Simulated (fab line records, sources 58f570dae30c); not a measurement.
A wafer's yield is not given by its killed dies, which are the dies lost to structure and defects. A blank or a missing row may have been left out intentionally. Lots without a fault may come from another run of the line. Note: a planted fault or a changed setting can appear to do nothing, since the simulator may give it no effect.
Struck lot and sound lot, side by side || flow berkeley-cmos170 || 14 out of 331 route steps
Sound: the wafers L505.1, L505.2, L505.3. Wafers L507.2, L507.5, L507.6 were the ones struck. Last of all comes the cause.
For every step that has rows: the tool of each side, followed by ch and its chambers, followed by its first start. Under that, the readings that differ: sound wafers || struck wafers || difference of the means || sigmas: that difference in standard deviations of wafers without a fault.
alike: words and numbers the same on both sides, and readings whose means are apart by under 2 such deviations; not compared: readings that were withheld, readings missing a value for some wafer, numbers with overlapping values and no deviation given by the record, and bounds like >300 which may hide the same value.
Wherever a step has rows on one side only, a row that says differs or no value, or a row with sigmas, the two part there. Numbers that don't overlap but have no deviation are shown without sigmas and don't part them. A reading that every wafer of one side lacks parts them only if that side has two wafers or more.

first, 3 steps without rows for these wafers: UCB170_M1_EXPOSE_06 (exposes mask METAL1, target cd 700 nm); UCB170_M1_PEB_07; UCB170_M1_DEVELOP_08 (develop time 45 s).
UCB170_M1_CD_MEAS_09: target cd 700 nm.
  struck on cd-sem-02, day 11 21:37; sound on cd-sem-01, day 10 19:06
  alike: cd-nm
UCB170_M1_OVL_MEAS_10:
  struck on overlay-02, day 11 21:44; sound on overlay-02, day 10 19:13
  alike: M1_OVL
UCB170_M1_ETCH_11: etches BARC in N2/H2.
  sound on rie-diel-04 ch 0,2,3, day 10 19:16; struck on rie-diel-04 ch 1,2, day 11 21:46
  alike: drypump-motor-current-A, n2-flow-sccm, oes-product-au, rf-fwd-power-W, throttle-valve-pct
UCB170_M1_METAL_ETCH_12: etches Al in Cl2/BCl3, stops on PSG, target depth 780 nm, time 130 s.
  sound on rie-metal-02 ch 0,1, day 10 19:18; struck on rie-metal-04 ch 0,1, day 11 21:48
  alike: drypump-motor-current-A, mfc-cl2-sccm, oes-product-au, rf-fwd-power-W, throttle-valve-pct
  not compared: rf-hours-counter-h
UCB170_M1_STRIP_13: strips in O2.
  sound on plasma-asher-01 ch 0,1, day 10 19:26; struck on plasma-asher-04 ch 0,1, day 11 21:56
  alike: drypump-motor-current-A, oes-product-au
  not compared: rf-hours-counter-h
UCB170_M1_CD_MEAS_90: target cd 700 nm.
  struck on cd-sem-01, day 11 22:03; sound on cd-sem-01, day 10 19:32
  alike: cd-nm
then, 1 step without rows for these wafers: UCB170_M1_ANNEAL_14 (time 1200 s).
UCB170_V1_CVD_00: deposits SiO2 from TEOS/O2, target thk 2000 nm, time 250 s.
  sound on pecvd-03 ch 0,1,2, day 10 20:59; struck on pecvd-04 ch 0,1, day 11 23:29
  alike: heater-power-w, rf-fwd-power-W
UCB170_V1_THK_MEAS_01:
  struck on film-metro-02, day 11 23:44; sound on film-metro-04, day 10 21:08
  alike: V1_TEOS_THK
UCB170_V1_CMP_02: polishes SiO2.
  sound on cmp-02 ch 0,1,3, day 10 21:12; struck on cmp-02 ch 0,1, day 11 23:50
{"reading": "edge-zone-pressure-frac", "sound": "0.996 0.991 1.003", "struck": "1.048 1.043 1.042", "difference": "+0.048", "sigmas": "+10"}
  alike: head-pressure-psi, motor-current-A, slurry-filter-dp-kPa, slurry-flow-ml-min
UCB170_V1_BOW_MEAS_03:
  struck on film-metro-04, day 12 00:06; sound on film-metro-02, day 10 21:30
  alike: V1_BOW

WHERE THEY PART
Only at UCB170_V1_CMP_02, as far as this record shows. Later steps at which nothing parts them and some readings are alike: UCB170_V1_BOW_MEAS_03.

WHY: what the simulator had put in
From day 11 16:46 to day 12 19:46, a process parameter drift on cmp-02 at UCB170_V1_CMP_02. Setting edge-zone-pressure-frac, moved by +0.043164.
